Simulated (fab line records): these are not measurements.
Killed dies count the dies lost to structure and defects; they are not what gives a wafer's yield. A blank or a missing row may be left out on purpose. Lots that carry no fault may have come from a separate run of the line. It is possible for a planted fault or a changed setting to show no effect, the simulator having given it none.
Chamber matching + flow berkeley cmos170 + rie diel-03 running UCB170_M2_ETCH_17: 4 sister chambers
The step etches BARC in N2/H2. 14 wafers are shown with their chamber, then 7 later ones without.

== WAFERS WITH THEIR CHAMBER ==
| wafer  | chamber | throttle valve pct (%) | drypump motor current A (A) | oes product au (a.u.) |
|--------|---------|------------------------|-----------------------------|-----------------------|
| L540.2 | 2       | 13.26                  | 5.6                         | 1.013                 |
| L540.4 | 1       | 13.35                  | 5.7                         | 0.992                 |
| L540.5 | 2       | 13.26                  | 5.6                         | 1.012                 |
| L550.1 | 1       | 13.35                  | 5.7                         | 1.007                 |
| L550.3 | 0       | 13.32                  | 5.9                         | 1.018                 |
| L550.6 | 1       | 13.35                  | 5.8                         | 1.009                 |
| L551.3 | 3       | 13.43                  | 6.0                         | 1.041                 |
| L551.5 | 0       | 13.34                  | 5.9                         | 1.019                 |
| L551.6 | 1       | 13.34                  | 5.8                         | 1.005                 |
| L555.4 | 1       | 13.35                  | 5.8                         | 1.010                 |
| L555.5 | 0       | 13.30                  | 5.9                         | 1.018                 |
| L555.6 | 1       | 13.34                  | 5.8                         | 0.994                 |
| L556.2 | 3       | 13.42                  | 6.1                         | 1.028                 |
| L556.4 | 1       | 13.34                  | 5.8                         | 0.996                 |

SIGNATURES (averages over the wafers above)
| reading                 | chamber 0 | chamber 1 | chamber 2 | chamber 3 | scatter within a chamber |
|-------------------------|-----------|-----------|-----------|-----------|--------------------------|
| throttle valve pct      | 13.3200   | 13.3457   | 13.2600   | 13.4250   | 0.0101                   |
| drypump motor current A | 5.900     | 5.771     | 5.600     | 6.050     | 0.0439                   |
| oes product au          | 1.01833   | 1.00186   | 1.01250   | 1.03450   | 0.00658                  |
Rule: a wafer's distance from a chamber is the root of the sum, over the readings, of the square of ((its reading less the chamber's mean) divided by the reading's scatter). The wafer belongs to the nearest chamber; if the next one is less than 2 further off, it can't be placed. How the scatter is found: for the shown wafers, subtract from each reading the mean of its chamber, square and add these, divide the total by (wafers less chambers), then take the root.

== WAFERS MISSING THEIR CHAMBER ==
| wafer  | throttle valve pct (%) | drypump motor current A (A) | oes product au (a.u.) |
|--------|------------------------|-----------------------------|-----------------------|
| L556.5 | 13.27                  | 5.5                         | 0.999                 |
| L559.4 | 13.34                  | 5.7                         | 1.006                 |
| L559.5 | 13.28                  | 5.5                         | 1.025                 |
| L559.6 | 13.43                  | 6.0                         | 1.046                 |
| L558.1 | 13.45                  | 6.0                         | 1.038                 |
| L558.3 | 13.27                  | 5.6                         | 1.007                 |
| L558.4 | 13.33                  | 5.9                         | 1.018                 |

== WHICH CHAMBER EACH ONE RAN IN ==
| wafer  | from the rows above | in truth |
|--------|---------------------|----------|
| L556.5 | 2                   | 2        |
| L559.4 | 1                   | 1        |
| L559.5 | 2                   | 2        |
| L559.6 | 3                   | 3        |
| L558.1 | 3                   | 3        |
| L558.3 | 2                   | 2        |
| L558.4 | 0                   | 0        |
Placed correctly: 7 of 7. Left unplaced by these rows: 0. Wrongly placed: 0.
